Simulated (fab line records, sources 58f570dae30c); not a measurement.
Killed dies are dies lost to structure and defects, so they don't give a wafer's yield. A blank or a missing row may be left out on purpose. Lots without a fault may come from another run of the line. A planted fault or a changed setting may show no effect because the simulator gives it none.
Chamber matching | flow berkeley_cmos170 | UCB170_ZERO_ETCH_06 on rie_diel-03: 4 sister chambers
The step etches SiO2 in CHF3/CF4/Ar, time 12 s. 7 wafers are shown with their chamber, then 7 later ones without.

WAFERS WITH THEIR CHAMBER
wafer  | chamber | throttle_valve_pct (%) | oes_product_au (a.u.)
L249.2 | 1       | 9.14                   | 0.627
L249.6 | 2       | 9.46                   | 0.614
L250.1 | 3       | 9.43                   | 0.626
L250.2 | 2       | 9.47                   | 0.615
L250.3 | 0       | 9.32                   | 0.613
L263.2 | 3       | 9.40                   | 0.623
L263.3 | 1       | 9.14                   | 0.619

WAFERS WITHOUT THEIR CHAMBER
wafer  | throttle_valve_pct (%) | oes_product_au (a.u.)
L263.6 | 9.15                   | 0.617
L265.2 | 9.13                   | 0.622
L265.3 | 9.31                   | 0.622
L265.6 | 9.14                   | 0.622
L269.3 | 9.47                   | 0.606
L269.4 | 9.33                   | 0.621
L269.5 | 9.47                   | 0.602

WHICH CHAMBER EACH WENT THROUGH
wafer  | from the rows above | in truth
L263.6 | 1                   | 1
L265.2 | 1                   | 1
L265.3 | 0                   | 0
L265.6 | 1                   | 1
L269.3 | 2                   | 2
L269.4 | 0                   | 0
L269.5 | 2                   | 2
Placed correctly: 7 of 7. Can't be placed from these rows: 0. Placed wrongly: 0.
How it was worked out, from the rows above alone: a wafer's distance from a chamber is the root of the sum, over the readings, of the square of ((its reading less the chamber's mean) divided by the reading's scatter). The wafer belongs to the nearest chamber; if the next one is less than 2 further off, it can't be placed. A chamber's mean is the mean of its shown wafers. The scatter: the root of (the sum of the squares of (reading less its chamber's mean) over the shown wafers, divided by (wafers less chambers)).
